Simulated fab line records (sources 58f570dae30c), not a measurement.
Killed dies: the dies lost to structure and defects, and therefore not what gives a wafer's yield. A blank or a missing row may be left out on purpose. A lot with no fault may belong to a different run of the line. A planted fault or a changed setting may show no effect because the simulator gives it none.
8D (eight disciplines) problem report, filled in by code -- flow berkeleyCmos170 -- the parts of the form that need people (team, actions taken, sign-off) are left out

== 1. PROBLEM STATEMENT ==
chamberPressurePa at UCB170_M2_SPUTTER_01 reads a mean of 0.5681 Pa on 6 wafers of 2 lots; wafers without a fault read 0.5002 Pa with a standard deviation of 0.00097. Measured from the usual mean, that is +70 standard deviations.
The step: material Al, target thk 900 nm, time 120 s.
Seen first at day 9 20:05 on pvdSputter-02, wafer L166.2. Wafers with a number at this step in the record: 42, from 14 lots. Rule for "out", or "out of limits": more than 4 standard deviations from the usual mean. All remaining wafers that have a number are taken as sound.

== 2. WHAT IT IS, WHAT IT ISN'T ==
question,is,is not
which readings at this step,chamberPressurePa,-
which lots,"L166, L169","L154, L155, L156, L157, L158, L159, L160, L162, L170, L171, L174, L177"
which wafers of those lots,all that have a number,-
read on which tools,pvdSputter-02,"pvdSputter-01, pvdSputter-03"
when,from day 9 20:05,"up to then (24 sound wafers); but 12 sound wafers of L170, L171, L174, L177 came after"

== 3. WHAT RULES OUT EACH SUSPECT ==
Counting: a tool at a process step up to the reading stays a suspect if it ran every lot that is out and no sound lot after the first of them.
- pvdSputter-02 at UCB170_M2_SPUTTER_01 (material Al, target thk 900 nm, time 120 s): kept. It processed each lot that is out, first L166 at day 9 20:05, and no sound lot thereafter; up to then, the last sound lot it processed was L162 at day 8 03:35. Its own readings are out on those wafers: chamberPressurePa.
Remaining after the count: pvdSputter-02 at UCB170_M2_SPUTTER_01.

== 4. THE CAUSE (what the simulator had put in) ==
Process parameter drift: pvdSputter-02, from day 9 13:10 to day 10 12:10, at UCB170_M2_SPUTTER_01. Setting chamberPressurePa shifted by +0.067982 from 0.5. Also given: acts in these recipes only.
The count eliminated every tool but this one.

== 5. THE EFFECT CHAIN, in route order ==
One row per reading whose mean, taken over the struck wafers that have a number, lies over 3 standard deviations from the usual. Only readings whose record carries a usual standard deviation are examined. hours: median over the lots of the time between each lot's start at the first step of this table that gives one and its start at this step. sigmas: the change, counted in usual standard deviations.
hours,step,reading,usual,on struck wafers,change,sigmas
0,UCB170_M2_SPUTTER_01,chamberPressurePa,0.5002 Pa,0.5681,+0.0679,+70
The process steps in it:
- UCB170_M2_SPUTTER_01: material Al, target thk 900 nm, time 120 s.
Later measuring or inspecting steps at which every struck wafer that the step has a row for has a number for every such reading, and none has moved that far: UCB170_M2_RS_MEAS_02.

== 6. WHAT WOULD HAVE CAUGHT IT SOONER ==
In this record no reading fell out of limits until day 9 20:05, 7 hours after the fault had begun at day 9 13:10.
